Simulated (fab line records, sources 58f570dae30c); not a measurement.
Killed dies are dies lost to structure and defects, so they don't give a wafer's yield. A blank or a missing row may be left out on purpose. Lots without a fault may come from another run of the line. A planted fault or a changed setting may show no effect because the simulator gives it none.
Which tool did it? | flow berkeley_cmos170 | 15 lots, 45 wafers sampled, at 3 steps of a route of 331

WHAT THE GAUGES READ, wafer by wafer
UCB170_PWELL_THK_MEAS_03.
lot  | measured    | on            | PWELL_OXIDE_THK (nm)
L873 | day 3 04:16 | film_metro-04 | 25.9 25.9 26.0
L872 | day 3 04:16 | film_metro-02 | 26.4 26.7 26.5
L876 | day 3 15:22 | film_metro-03 | 26.7 26.5 27.2
L878 | day 3 15:22 | film_metro-04 | 26.0 26.3 26.3
L875 | day 3 15:26 | film_metro-03 | 26.2 25.9 26.5
L877 | day 3 15:26 | film_metro-04 | 26.9 25.8 25.9
L887 | day 5 17:03 | film_metro-03 | 27.2 27.9 27.9
L888 | day 5 17:03 | film_metro-04 | 26.4 26.7 26.5
L889 | day 6 05:27 | film_metro-02 | 26.3 26.7 26.0
L890 | day 6 05:27 | film_metro-03 | 25.8 25.7 26.1
L892 | day 6 20:41 | film_metro-02 | 26.2 25.5 25.9
L891 | day 7 03:27 | film_metro-03 | 25.8 25.6 25.5
L894 | day 7 10:13 | film_metro-04 | 26.0 26.7 26.2
L893 | day 7 10:14 | film_metro-03 | 26.7 26.7 26.6
L895 | day 7 21:35 | film_metro-02 | 26.6 26.8 27.0

UCB170_PWELL_THK_MEAS_06.
lot  | measured    | on            | PWELL_NITRIDE_THK (nm)
L873 | day 3 09:29 | film_metro-03 | 218.1 217.2 218.5
L872 | day 3 09:30 | film_metro-04 | 222.6 221.8 223.9
L876 | day 3 21:00 | film_metro-02 | 217.3 218.8 217.1
L878 | day 3 21:01 | film_metro-04 | 219.5 219.6 219.1
L875 | day 3 21:04 | film_metro-02 | 221.3 220.2 221.6
L877 | day 3 21:01 | film_metro-03 | 222.1 220.4 220.9
L887 | day 5 21:53 | film_metro-02 | 219.6 222.0 219.9
L888 | day 5 21:53 | film_metro-04 | 216.6 217.6 216.7
L889 | day 6 13:57 | film_metro-04 | 220.2 220.5 220.3
L890 | day 6 13:57 | film_metro-03 | 218.9 219.8 219.1
L892 | day 7 05:40 | film_metro-02 | 217.6 220.6 218.8
L891 | day 7 12:19 | film_metro-04 | 219.5 220.3 220.1
L894 | day 7 17:47 | film_metro-02 | 220.3 221.7 220.2
L893 | day 7 17:45 | film_metro-03 | 218.4 218.3 218.6
L895 | day 8 06:29 | film_metro-02 | 219.0 219.2 220.1

UCB170_PWELL_OVL_MEAS_13.
lot  | measured    | on         | PWELL_OVL (nm)
L873 | day 3 10:31 | overlay-02 | -3 6 -4
L872 | day 3 10:48 | overlay-01 | -5 -14 -14
L876 | day 3 23:21 | overlay-02 | -6 -4 -1
L878 | day 4 00:05 | overlay-02 | -3 -2 1
L875 | day 4 00:22 | overlay-02 | 7 -1 1
L877 | day 3 23:51 | overlay-01 | -8 0 -1
L887 | day 5 23:02 | overlay-02 | 8 1 9
L888 | day 5 22:55 | overlay-02 | -16 -14 -13
L889 | day 6 16:01 | overlay-02 | 10 0 2
L890 | day 6 16:32 | overlay-02 | 3 0 -1
L892 | day 7 07:07 | overlay-01 | 3 1 -3
L891 | day 7 13:41 | overlay-01 | -3 -4 -3
L894 | day 7 19:14 | overlay-02 | -3 0 -4
L893 | day 7 18:58 | overlay-02 | -8 -6 -2
L895 | day 8 07:31 | overlay-01 | 2 8 0

WHICH TOOL RAN EACH LOT (tool, then ch and the chambers of the sampled wafers, then the start)
The record holds no process step before these readings.

WHAT THE TOOLS THEMSELVES READ (means of the sampled wafers that have a number; where no wafer has one, the mark that the record gives instead)
The record holds no such reading with a usual standard deviation.

THE ANSWER, worked out from the rows above alone
Rule: what is usual is taken from the lots themselves. Put in order of their means at a reading, lots are off if they are a third of the lots or fewer, leave a main group of 4 or more, and stand apart from it by a gap of 3 or more times the standard deviation of the main group's means; of several such gaps the widest counts. A main group whose means are all the same, to the digits that the tables above print for the reading, isn't used. A lot without any number at a reading at which 4 lots or more have one is off too. The other lots that the step has rows for count as sound. The gauges are gone through in route order, then the tools' own readings, and for those a lot's mean is taken as printed above. The first step at which some lot is off is used, and at that step the reading that is off furthest; a lot without a number counts as furthest.
No lot is off at any reading shown: from this, nothing can be told.

WHAT THE SIMULATOR HAD PUT IN
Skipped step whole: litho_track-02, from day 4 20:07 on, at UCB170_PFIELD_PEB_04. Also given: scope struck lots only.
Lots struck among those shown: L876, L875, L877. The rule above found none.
